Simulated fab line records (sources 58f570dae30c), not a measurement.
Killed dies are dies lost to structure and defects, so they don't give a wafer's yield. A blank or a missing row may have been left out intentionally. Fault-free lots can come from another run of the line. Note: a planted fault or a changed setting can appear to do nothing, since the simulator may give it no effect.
Check for tools in common | flow berkeleyCmos170 | Sampled: 15 lots, 54 wafers

== THE REASON FOR OPENING IT ==
At UCB170_CONTACT_OVL_MEAS_16 the reading CONTACT_OVL is flagged on 3 of 15 lots. Wafers without a fault read -1 nm, standard deviation 6.3.
Rule: a lot gets a flag if all its wafers with a number sit over 4 standard deviations from that mean, or if no wafer of it has a number. As for the other lots, they are considered sound.

lot  | measured     | on         | CONTACT_OVL (nm), wafer by wafer | flag
L218 | day 7 10:38  | overlay-01 | -10 2 6                          | 
L221 | day 7 10:54  | overlay-01 | -1 3 8                           | 
L217 | day 7 11:09  | overlay-02 | -8 5 -6                          | 
L222 | day 7 23:37  | overlay-01 | -8 -3 0                          | 
L223 | day 8 08:44  | overlay-01 | 6 4 3                            | 
L225 | day 9 03:32  | overlay-02 | -8 -6 0                          | 
L226 | day 9 04:15  | overlay-02 | 3 2 14                           | 
L224 | day 9 05:29  | overlay-02 | 4 0 2                            | 
L227 | day 9 05:45  | overlay-01 | 2 5 2                            | 
L228 | day 9 05:55  | overlay-02 | -13 -10 -10                      | 
L229 | day 10 08:15 | overlay-02 | 262 268 266 261 268 262          | FLAGGED
L233 | day 10 08:32 | overlay-01 | -10 -2 -4                        | 
L236 | day 10 19:02 | overlay-01 | -4 -3 -3                         | 
L235 | day 10 19:29 | overlay-02 | 267 271 267 267 267 263          | FLAGGED
L238 | day 10 23:10 | overlay-01 | 245 262 253 245 259 253          | FLAGGED
The numbers of the flagged lots are 261 nm on average: +262 nm against the usual, or +42 standard deviations.

== EACH LOT AND THE TOOL IT RAN ON ==
The record keeps 1 process step preceding the reading, out of 331 steps on the route. Every cell lists first the tool, next ch and the chambers used by the sampled wafers, and last the start.
lot  | flag    | UCB170_CONTACT_EXPOSE_12
L218 |         | krfScanner-02 ch 0, day 7 09:57
L221 |         | krfScanner-01 ch 0, day 7 10:23
L217 |         | krfScanner-02 ch 0, day 7 10:39
L222 |         | krfScanner-02 ch 0, day 7 23:07
L223 |         | krfScanner-01 ch 0, day 8 08:14
L225 |         | krfScanner-02 ch 0, day 9 03:04
L226 |         | krfScanner-01 ch 0, day 9 03:28
L224 |         | krfScanner-01 ch 0, day 9 04:50
L227 |         | krfScanner-01 ch 0, day 9 05:05
L228 |         | krfScanner-02 ch 0, day 9 05:25
L229 | FLAGGED | krfScanner-01 ch 0, day 10 07:44
L233 |         | krfScanner-02 ch 0, day 10 07:59
L236 |         | krfScanner-02 ch 0, day 10 18:22
L235 | FLAGGED | krfScanner-01 ch 0, day 10 18:54
L238 | FLAGGED | krfScanner-01 ch 0, day 10 22:40
What the steps here do:
- UCB170_CONTACT_EXPOSE_12: exposes mask CONT, target cd 700 nm.
- UCB170_CONTACT_OVL_MEAS_16

== FLAGGED OVER TOTAL, TOOL BY TOOL (the gauges that took the reading come last) ==
step                       | tool          | lots run | flagged | share of the flagged lots | sound lots run after its first flagged lot
UCB170_CONTACT_EXPOSE_12   | krfScanner-01 | 8        | 3       | all                       | 0
UCB170_CONTACT_EXPOSE_12   | krfScanner-02 | 7        | 0       | none                      | -
UCB170_CONTACT_OVL_MEAS_16 | overlay-01    | 8        | 1       | some                      | 0
UCB170_CONTACT_OVL_MEAS_16 | overlay-02    | 7        | 2       | some                      | 0

== WHAT IS ALLOWED BY THE TABLE ==
In the table, 1 row covers all flagged lots: krfScanner-01 at UCB170_CONTACT_EXPOSE_12.
- krfScanner-01 at UCB170_CONTACT_EXPOSE_12: 3 of its 8 lots flagged. It ran its last sound lot, L227, at day 9 05:05 and its first flagged lot, L229, at day 10 07:44: a fault with its onset between the two fits.
One tool is left: krfScanner-01 at UCB170_CONTACT_EXPOSE_12.

== WHAT THE SIMULATOR PUT IN ==
Scanner matching overlay: krfScanner-01, from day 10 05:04 on, at UCB170_CONTACT_EXPOSE_12. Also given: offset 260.
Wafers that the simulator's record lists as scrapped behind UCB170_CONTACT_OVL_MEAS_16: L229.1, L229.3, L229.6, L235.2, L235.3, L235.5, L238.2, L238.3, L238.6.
Lots struck among those shown: L229, L235, L238. The rule above reached the same finding.
